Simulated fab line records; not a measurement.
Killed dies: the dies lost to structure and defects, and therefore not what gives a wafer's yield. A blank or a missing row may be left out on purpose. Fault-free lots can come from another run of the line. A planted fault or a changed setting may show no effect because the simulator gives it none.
fab line records -- flow berkeleyCmos170
record: lots: 13, wafers: 39, lastDay: 12
route steps=331 shown NVT@107 M2@274
lots that met no fault: taken from a fault-free run of the same line
startH: start of the lot's first displayed wafer, in hours after the record's first day -- waitH: hours since the lot's step before -- " unchanged from the row above -- L1.1+2: several wafers, shown together as one row -- - no value present, or no start provided -- * or withheld: withheld -- < > ~ a bound
route shown NAME@n: a module of which the file shows steps, and the number in the route of the first -- usual: mean/standard deviation of fault-free wafers -- same: alike in all rows -- chamber/n: place in a boat -- sites: each site's reading -- _std_site: their standard deviation -- _edge_site: mean of outer sites minus mean of inner sites -- radiusMm: how far each site lies from the wafer's centre -- mask NAME#n: copy n -- behind: the most recent tool/chamber to have shaped the wafer -- hold: why the lot went on hold/how many hours it stayed there/how the hold came to an end -- device: whichever transistor did not switch (one of n, p or np) -- end of line: at the end of the route, the tests of the same wafers -- step lacking rows: just its recipe -- killed: the dies lost at the first sort to structure and to defects; this is not the yield of the wafer -- map: dies across one wafer; x = killed, . = not, _ = none there
set.NAME: the setting as run; set.NAME@STEP: as run at that earlier step -- model.NAME: the simulator's own value behind a step, which no gauge read
a sample of lots followed through the steps of the route, with each step as a table and each wafer as a row
services: a tool's chamber out of use, with start hour (startH, from the record's first day; less than 0 if before it), hours out, and reason
== steps ==
step: UCB170_NVT_EXPOSE_03
recipe: maskId: PWELL, targetCdNm: 3000, na: 0.5, sigmaOuter: 0.6, sourceShape: conventional, doseMj: 30
lot.wafer,tool,chamber,startH,waitH,mask
L778.1+4+5,krfScanner-01,0,131.33,0.3,PWELL#0
L779.1+4+5,krfScanner-02,0,131.57,0.5,PWELL#0
L780.1+5+6,krfScanner-02,0,131.68,0.5,PWELL#0
L777.1+2+6,krfScanner-01,0,131.93,0.4,PWELL#0
L784.1+2+4,krfScanner-02,0,150.32,0.2,NWELL#0
L781.2+3+4,krfScanner-02,0,150.46,0.3,PWELL#0
L783.2+3+6,krfScanner-02,0,150.94,0.4,PWELL#0
L789.4+5+6,krfScanner-02,0,191.04,0.3,PWELL#0
L792.1+4+5,krfScanner-01,0,191.34,0.3,PWELL#0
L795.2+3+4,krfScanner-01,0,208.57,0.2,PWELL#0
L794.1+3+6,krfScanner-02,0,209.00,0.2,PWELL#0
L796.1+2+5,krfScanner-02,0,222.66,0.2,PWELL#0
L797.2+5+6,krfScanner-02,0,228.84,0.1,PWELL#0
step: UCB170_NVT_OVL_MEAS_06
usual: NVT_OVL: 1/4.8
lot.wafer,tool,chamber,startH,waitH,NVT_OVL[nm]
L778.1,overlay-01,-,131.91,-,2
L778.4,overlay-01,-,131.91,-,-1
L778.5,overlay-01,-,131.91,-,4
L779.1,overlay-02,-,131.96,-,4
L779.4,overlay-02,-,131.96,-,11
L779.5,overlay-02,-,131.96,-,-1
L780.1,overlay-01,-,132.08,-,-3
L780.5,overlay-01,-,132.08,-,1
L780.6,overlay-01,-,132.08,-,-2
L777.1,overlay-02,-,132.32,-,7
L777.2,overlay-02,-,132.32,-,10
L777.6,overlay-02,-,132.32,-,2
L784.1,overlay-02,-,151.37,-,-
L784.2,overlay-02,-,151.37,-,-
L784.4,overlay-02,-,151.37,-,-
L781.2,overlay-02,-,151.66,-,-6
L781.3,overlay-02,-,151.66,-,-1
L781.4,overlay-02,-,151.66,-,-3
L783.2,overlay-02,-,151.93,-,5
L783.3,overlay-02,-,151.93,-,2
L783.6,overlay-02,-,151.93,-,5
L789.4,overlay-01,-,191.48,-,7
L789.5,overlay-01,-,191.48,-,3
L789.6,overlay-01,-,191.48,-,11
L792.1,overlay-01,-,191.74,-,5
L792.4,overlay-01,-,191.74,-,4
L792.5,overlay-01,-,191.74,-,4
L795.2,overlay-01,-,209.44,-,2
L795.3,overlay-01,-,209.44,-,6
L795.4,overlay-01,-,209.44,-,-3
L794.1,overlay-01,-,209.72,-,-3
L794.3,overlay-01,-,209.72,-,-12
L794.6,overlay-01,-,209.72,-,-4
L796.1,overlay-01,-,223.05,-,-3
L796.2,overlay-01,-,223.05,-,0
L796.5,overlay-01,-,223.05,-,-2
L797.2,overlay-01,-,229.86,-,-2
L797.5,overlay-01,-,229.86,-,5
L797.6,overlay-01,-,229.86,-,4
step: UCB170_NVT_TW_MEAS_09
usual: NVT_TW: 525.8/2.6
lot.wafer,tool,chamber,startH,waitH,NVT_TW
L778.1,filmMetro-01,-,132.19,0.1,526.5
L778.4,filmMetro-01,-,132.19,0.1,525.3
L778.5,filmMetro-01,-,132.19,0.1,526.2
L779.1,filmMetro-01,-,132.25,0.1,524.1
L779.4,filmMetro-01,-,132.25,0.1,524.1
L779.5,filmMetro-01,-,132.25,0.1,527.1
L780.1,filmMetro-01,-,132.36,0.1,523.1
L780.5,filmMetro-01,-,132.36,0.1,523.9
L780.6,filmMetro-01,-,132.36,0.1,522.8
L777.1,filmMetro-01,-,132.60,0.1,524.5
L777.2,filmMetro-01,-,132.60,0.1,524.1
L777.6,filmMetro-01,-,132.60,0.1,527.4
L784.1,filmMetro-01,-,151.66,0.1,30.0
L784.2,filmMetro-01,-,151.66,0.1,30.0
L784.4,filmMetro-01,-,151.66,0.1,29.9
L781.2,filmMetro-01,-,151.95,0.1,524.9
L781.3,filmMetro-01,-,151.95,0.1,525.9
L781.4,filmMetro-01,-,151.95,0.1,527.3
L783.2,filmMetro-03,-,152.22,0.1,517.9
L783.3,filmMetro-03,-,152.22,0.1,520.8
L783.6,filmMetro-03,-,152.22,0.1,521.7
L789.4,filmMetro-02,-,191.78,0.1,524.2
L789.5,filmMetro-02,-,191.78,0.1,526.8
L789.6,filmMetro-02,-,191.78,0.1,526.7
L792.1,filmMetro-02,-,192.02,0.1,531.3
L792.4,filmMetro-02,-,192.02,0.1,528.9
L792.5,filmMetro-02,-,192.02,0.1,527.4
L795.2,filmMetro-01,-,209.73,0.1,524.5
L795.3,filmMetro-01,-,209.73,0.1,527.3
L795.4,filmMetro-01,-,209.73,0.1,527.4
L794.1,filmMetro-01,-,210.03,0.1,526.9
L794.3,filmMetro-01,-,210.03,0.1,527.6
L794.6,filmMetro-01,-,210.03,0.1,527.1
L796.1,filmMetro-02,-,223.34,0.1,528.7
L796.2,filmMetro-02,-,223.34,0.1,529.5
L796.5,filmMetro-02,-,223.34,0.1,530.3
L797.2,filmMetro-03,-,230.15,0.1,530.4
L797.5,filmMetro-03,-,230.15,0.1,529.1
L797.6,filmMetro-03,-,230.15,0.1,525.1
step: UCB170_M2_THK_MEAS_03
recipe: thkMeasGauge: xrf, reads: Al_of_M2_SPUTTER_01
usual: M2_AL_THK: 879/13
lot.wafer,tool,chamber,startH,waitH,M2_AL_THK[nm]
L780.1,filmMetro-02,-,193.31,0.1,891
L780.5,filmMetro-02,-,193.31,0.1,898
L780.6,filmMetro-02,-,193.31,0.1,880
L779.1,filmMetro-01,-,193.94,0.1,883
L779.4,filmMetro-01,-,193.94,0.1,897
L779.5,filmMetro-01,-,193.94,0.1,889
L778.1,filmMetro-01,-,194.31,0.1,877
L778.4,filmMetro-01,-,194.31,0.1,878
L778.5,filmMetro-01,-,194.31,0.1,888
L777.1,filmMetro-04,-,194.59,0.1,897
L777.2,filmMetro-04,-,194.59,0.1,892
L777.6,filmMetro-04,-,194.59,0.1,888
L783.2,filmMetro-04,-,197.81,0.1,891
L783.3,filmMetro-04,-,197.81,0.1,869
L783.6,filmMetro-04,-,197.81,0.1,868
L784.1,filmMetro-02,-,198.04,0.1,885
L784.2,filmMetro-02,-,198.04,0.1,881
L784.4,filmMetro-02,-,198.04,0.1,880
L781.2,filmMetro-01,-,201.32,0.1,858
L781.3,filmMetro-01,-,201.32,0.1,843
L781.4,filmMetro-01,-,201.32,0.1,868
L792.1,filmMetro-02,-,239.34,0.1,866
L792.4,filmMetro-02,-,239.34,0.1,886
L792.5,filmMetro-02,-,239.34,0.1,883
L789.4,filmMetro-02,-,240.04,0.1,879
L789.5,filmMetro-02,-,240.04,0.1,875
L789.6,filmMetro-02,-,240.04,0.1,870
L794.1,filmMetro-01,-,254.83,0.1,875
L794.3,filmMetro-01,-,254.83,0.1,898
L794.6,filmMetro-01,-,254.83,0.1,891
L795.2,filmMetro-02,-,254.97,0.1,902
L795.3,filmMetro-02,-,254.97,0.1,895
L795.4,filmMetro-02,-,254.97,0.1,891
L796.1,filmMetro-02,-,266.09,0.1,872
L796.2,filmMetro-02,-,266.09,0.1,870
L796.5,filmMetro-02,-,266.09,0.1,870
L797.2,filmMetro-02,-,275.49,0.1,890
L797.5,filmMetro-02,-,275.49,0.1,895
L797.6,filmMetro-02,-,275.49,0.1,883
== services ==
tool,chamber,startH,hours,kind
krfScanner-01,-,111.10,1.0,pm
krfScanner-02,-,115.77,3.6,pm
krfScanner-01,-,126.02,1.3,pm
krfScanner-02,-,162.65,0.8,pm
krfScanner-02,-,188.80,0.8,repair
krfScanner-01,-,202.06,0.8,pm
== key ==
firstSign: step: UCB170_NVT_EXPOSE_03, reading: mask, direction: changed
effect: step: UCB170_NVT_OVL_MEAS_06, reading: NVT_OVL, direction: missing
effect: step: UCB170_NVT_TW_MEAS_09, reading: NVT_TW, direction: down, sigmas: 99+, usual: 525.8, struck: 30.0
metAt UCB170_NVT_EXPOSE_03
struckLots L784
sortLeftOut L784.1,L784.2,L784.4
testerLeftOut L784
notActingAt UCB170_M2_THK_MEAS_03
onsetBetween 131.68 150.32
fault: kind: wrongMask, tool: any, chamber: -, onsetH: 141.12, steps: UCB170_NVT_EXPOSE_03, auxCopy: NWELL#0, scope: struckLotsOnly
testerLeftOut: of these lots the tester's yield and bins aren't shown, on N5 and GAA mostly nor the transistor test; their killed dies are dies lost to structure and defects alone, not to doping, threshold or leakage, so they don't give the yield
sortLeftOut: the simulated sort isn't trusted on such a fault, so these wafers' sort isn't shown, and their yield isn't known
